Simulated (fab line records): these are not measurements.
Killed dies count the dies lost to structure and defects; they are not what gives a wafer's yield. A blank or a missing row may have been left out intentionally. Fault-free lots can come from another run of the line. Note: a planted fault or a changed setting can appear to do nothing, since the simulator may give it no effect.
Problem report in the 8D (eight disciplines) form, filled by code	flow berkeley_cmos170	the parts of the form that need people (team, actions taken, sign-off) are left out

## 1. WHAT IS WRONG
beam_energy_keV at UCB170_NWELL_IMPLANT_14 reads a mean of 148.39 on 9 wafers of 3 lots; wafers without a fault read 150.00 with a standard deviation of 0.05. Measured from the usual mean, that is -32 standard deviations.
First observed at day 5 19:28: wafer L792.1, on implanter-03. The record has a number at this step for 21 wafers belonging to 7 lots. Rule for "out", or "out of limits": more than 4 standard deviations from the usual mean. Any other wafer with a number is counted as sound.

## 2. WHAT IT IS; WHAT IT IS NOT
question	is	is not
which readings at this step	beam_energy_keV	-
which lots	L792, L793, L795	L782, L784, L786, L787
which wafers of those lots	all that have a number	-
read on which tools	implanter-03	implanter-01
when	from day 5 19:28	up to then (12 sound wafers)

## 3. THE SUSPECTS, EACH WITH WHAT RULES IT OUT
Counting: a tool stays on the suspect list if, at a process step up to the reading, it processed all lots that are out and no sound lot following the first of them.
- implanter-03 at UCB170_NWELL_IMPLANT_14: kept. It ran every lot that is out, first L792 (day 5 19:28), and no sound lot after that; its last sound lot up to then is L786 (day 4 10:51). Its own readings are out on those wafers: beam_energy_keV.
After counting, what remains is implanter-03 at UCB170_NWELL_IMPLANT_14.

## 4. THE CAUSE (what the simulator had put in)
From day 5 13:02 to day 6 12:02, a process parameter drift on implanter-03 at UCB170_NWELL_IMPLANT_14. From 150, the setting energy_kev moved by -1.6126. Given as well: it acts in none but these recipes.
This tool alone remained once counting was done.

## 5. SEQUENCE OF EFFECTS, ordered by route
Rows list readings where the struck wafers' mean (over those with a number) sits beyond 3 standard deviations from the usual. Only readings for which the record gives a usual standard deviation are gone through. hours: the time from each lot's start at the first step in this table that gives one to its start at this step, as a median over the lots. sigmas: the change in usual standard deviations.
hours	step	reading	usual	on struck wafers	change	sigmas
0	UCB170_NWELL_IMPLANT_14	beam_energy_keV	150.00	148.39	-1.61	-32
Here are the process steps it includes:
- UCB170_NWELL_IMPLANT_14

## 6. WHAT WOULD HAVE CAUGHT IT SOONER
In this record no reading fell out of limits until day 5 19:28, 6 hours after the fault had begun at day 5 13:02.
